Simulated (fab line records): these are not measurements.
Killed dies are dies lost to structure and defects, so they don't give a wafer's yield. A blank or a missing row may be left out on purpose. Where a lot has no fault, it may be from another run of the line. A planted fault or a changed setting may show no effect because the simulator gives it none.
Which of the tools did it? || flow rit cmos || 13 lots with 39 wafers sampled at 2 steps, on a route of 202 steps

== WHAT THE GAUGES READ, wafer by wafer ==
The record holds no reading of a measuring or inspecting step that can be judged against a usual standard deviation.

== WHICH TOOL RAN EACH LOT (tool, then ch and the chambers of the sampled wafers, then the start) ==
{"lot": "L847", "RIT_NRETRO_EXPOSE_03": "iline stepper-01 ch 0, day 2 20:13", "RIT_M1_PROBE_99": "-"}
{"lot": "L848", "RIT_NRETRO_EXPOSE_03": "iline stepper-02 ch 0, day 3 00:20", "RIT_M1_PROBE_99": "-"}
{"lot": "L849", "RIT_NRETRO_EXPOSE_03": "iline stepper-02 ch 0, day 3 01:46", "RIT_M1_PROBE_99": "-"}
{"lot": "L850", "RIT_NRETRO_EXPOSE_03": "iline stepper-02 ch 0, day 3 08:16", "RIT_M1_PROBE_99": "-"}
{"lot": "L851", "RIT_NRETRO_EXPOSE_03": "iline stepper-02 ch 0, day 3 14:46", "RIT_M1_PROBE_99": "-"}
{"lot": "L853", "RIT_NRETRO_EXPOSE_03": "iline stepper-01 ch 0, day 4 02:16", "RIT_M1_PROBE_99": "prober-01, day 6 07:39"}
{"lot": "L854", "RIT_NRETRO_EXPOSE_03": "iline stepper-01 ch 0, day 4 07:08", "RIT_M1_PROBE_99": "prober-01, day 6 08:12"}
{"lot": "L855", "RIT_NRETRO_EXPOSE_03": "iline stepper-01 ch 0, day 4 10:10", "RIT_M1_PROBE_99": "-"}
{"lot": "L856", "RIT_NRETRO_EXPOSE_03": "iline stepper-01 ch 0, day 4 15:35", "RIT_M1_PROBE_99": "prober-01, day 6 07:57"}
{"lot": "L857", "RIT_NRETRO_EXPOSE_03": "iline stepper-01 ch 0, day 4 21:20", "RIT_M1_PROBE_99": "-"}
{"lot": "L858", "RIT_NRETRO_EXPOSE_03": "iline stepper-01 ch 0, day 5 01:04", "RIT_M1_PROBE_99": "-"}
{"lot": "L859", "RIT_NRETRO_EXPOSE_03": "iline stepper-02 ch 0, day 5 06:17", "RIT_M1_PROBE_99": "-"}
{"lot": "L868", "RIT_NRETRO_EXPOSE_03": "iline stepper-01 ch 0, day 7 04:16", "RIT_M1_PROBE_99": "-"}
- RIT_NRETRO_EXPOSE_03: exposes mask M4, target cd 43900 nm.
- RIT_M1_PROBE_99

== WHAT THE TOOLS THEMSELVES READ (means of the sampled wafers that have a number; where no wafer has one, the mark that the record gives instead) ==
RIT_M1_PROBE_99.
{"lot": "L853", "tool": "prober-01", "killed_at_M0_to_M3": 0.0, "killed at contacts": 0.0, "killed at front end": 5.7, "killed dies": 5.7, "killed open": 2.7, "killed short": 3.0}
{"lot": "L854", "tool": "prober-01", "killed_at_M0_to_M3": 0.0, "killed at contacts": 0.3, "killed at front end": 7.0, "killed dies": 7.3, "killed open": 4.0, "killed short": 3.3}
{"lot": "L856", "tool": "prober-01", "killed_at_M0_to_M3": 0.0, "killed at contacts": 0.3, "killed at front end": 4.7, "killed dies": 5.0, "killed open": 4.0, "killed short": 1.0}

== THE ANSWER, worked out from the rows above alone ==
Rule: usual is defined by the lots themselves. Put in order of their means at a reading, lots are off if they are a third of the lots or fewer, leave a main group of 4 or more, and stand apart from it by a gap of 3 or more times the standard deviation of the main group's means; of several such gaps the widest counts. A main group is skipped when, at the precision printed for the reading in the tables above, its means are all equal. Also off: a lot with no number at a reading for which 4 or more lots have one. The other lots that the step has rows for count as sound. First the gauges in route order, then the tools' own readings, where a lot's mean is used as printed above. At the first step where some lot is off, the reading lying furthest off is the one used; lots without a number count as furthest.
No lot is off on any of the readings shown, so nothing can be concluded from this.

== WHAT THE SIMULATOR PUT IN ==
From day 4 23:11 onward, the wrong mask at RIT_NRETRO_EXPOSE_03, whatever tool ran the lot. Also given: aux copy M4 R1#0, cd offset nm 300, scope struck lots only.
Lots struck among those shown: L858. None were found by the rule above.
